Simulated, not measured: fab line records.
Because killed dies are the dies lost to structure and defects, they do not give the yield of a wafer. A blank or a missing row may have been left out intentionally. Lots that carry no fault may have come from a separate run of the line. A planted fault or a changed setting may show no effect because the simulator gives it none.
8D (eight disciplines) problem report, filled in by code	flow berkeleyCmos170	the parts of the form that need people (team, actions taken, sign-off) are left out

== 1. THE PROBLEM ==
At UCB170_CONTACT_CD_MEAS_15, cdNm averages 710.5 nm over 9 wafers from 3 lots, while fault-free wafers read 700.2 nm, standard deviation 1.3. That is +8.0 standard deviations from the usual mean.
The step: target cd 700 nm.
First observed at day 10 13:31: wafer L296.2, on cdSem-02. Wafers with a number at this step in the record: 45, from 15 lots. By rule, "out" or "out of limits" means more than 4 standard deviations away from the usual mean. All remaining wafers that have a number are taken as sound.

== 2. WHAT IT IS; WHAT IT IS NOT ==
question	is	is not
which readings at this step	cdNm	-
which lots	L292, L296, L298	L282, L283, L284, L285, L286, L287, L288, L290, L299, L300, L303, L305
which wafers of those lots	all that have a number	-
read on which gauges	cdSem-01, cdSem-02	-
when	from day 10 13:31	up to then (24 sound wafers); but 12 sound wafers of L299, L300, L303, L305 came after

== 3. WHAT RULES OUT EACH SUSPECT ==
Counting: a tool stays on the suspect list if, at a process step up to the reading, it processed all lots that are out and no sound lot following the first of them.
- the gauge at UCB170_CONTACT_CD_MEAS_15: ruled out. 2 gauges (cdSem-01, cdSem-02) read the wafers that are out.
- lithoTrack-04 at UCB170_CONTACT_PEB_13: kept. It processed each lot that is out, first L296 at day 10 13:15, and no sound lot thereafter; up to then, the last sound lot it processed was L290 at day 9 10:11. Out on those wafers are its own readings of heaterPowerTotalW, plateTempC.
Remaining after the count: lithoTrack-04 at UCB170_CONTACT_PEB_13.

== 4. THE CAUSE (what the simulator had put in) ==
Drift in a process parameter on lithoTrack-04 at UCB170_CONTACT_PEB_13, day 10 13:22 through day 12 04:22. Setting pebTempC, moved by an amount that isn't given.
Only this tool survived the counting.

== 5. THE EFFECT CHAIN, in route order ==
Each row: a reading where the mean over the struck wafers with a number is more than 3 standard deviations away from the usual. Only readings for which the record gives a usual standard deviation are gone through. hours: the time from each lot's start at the first step in this table that gives one to its start at this step, as a median over the lots. sigmas: the change in usual standard deviations.
hours	step	reading	usual	on struck wafers	change	sigmas
0	UCB170_CONTACT_PEB_13	heaterPowerTotalW	56.80 W	57.91	+1.11	+24
0	UCB170_CONTACT_PEB_13	plateTempC	130.00 C	131.99	+1.99	+15
0	UCB170_CONTACT_CD_MEAS_15	cdNm	700.2 nm	710.5	+10.3	+8.0
Here are the process steps it includes:
- UCB170_CONTACT_PEB_13
At these later measuring or inspecting steps, every struck wafer for which the step has a row has a number for every such reading, and none has moved that far: UCB170_M1_OVL_MEAS_10.

== 6. WHAT WOULD HAVE CAUGHT IT SOONER ==
In this record the first reading out of limits at a measuring or inspecting step was taken at day 10 13:31, 0 hours after the fault began at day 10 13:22.
Tool's own readings at UCB170_CONTACT_PEB_13, heaterPowerTotalW, plateTempC: out on all struck wafers the step has rows for; an alarm limit on them would have tripped on the first.
Among the 3 lots that are out, L292, L298 began UCB170_CONTACT_PEB_13 on lithoTrack-04 after day 10 13:31. A hold on the tool at that time would have spared those 2.
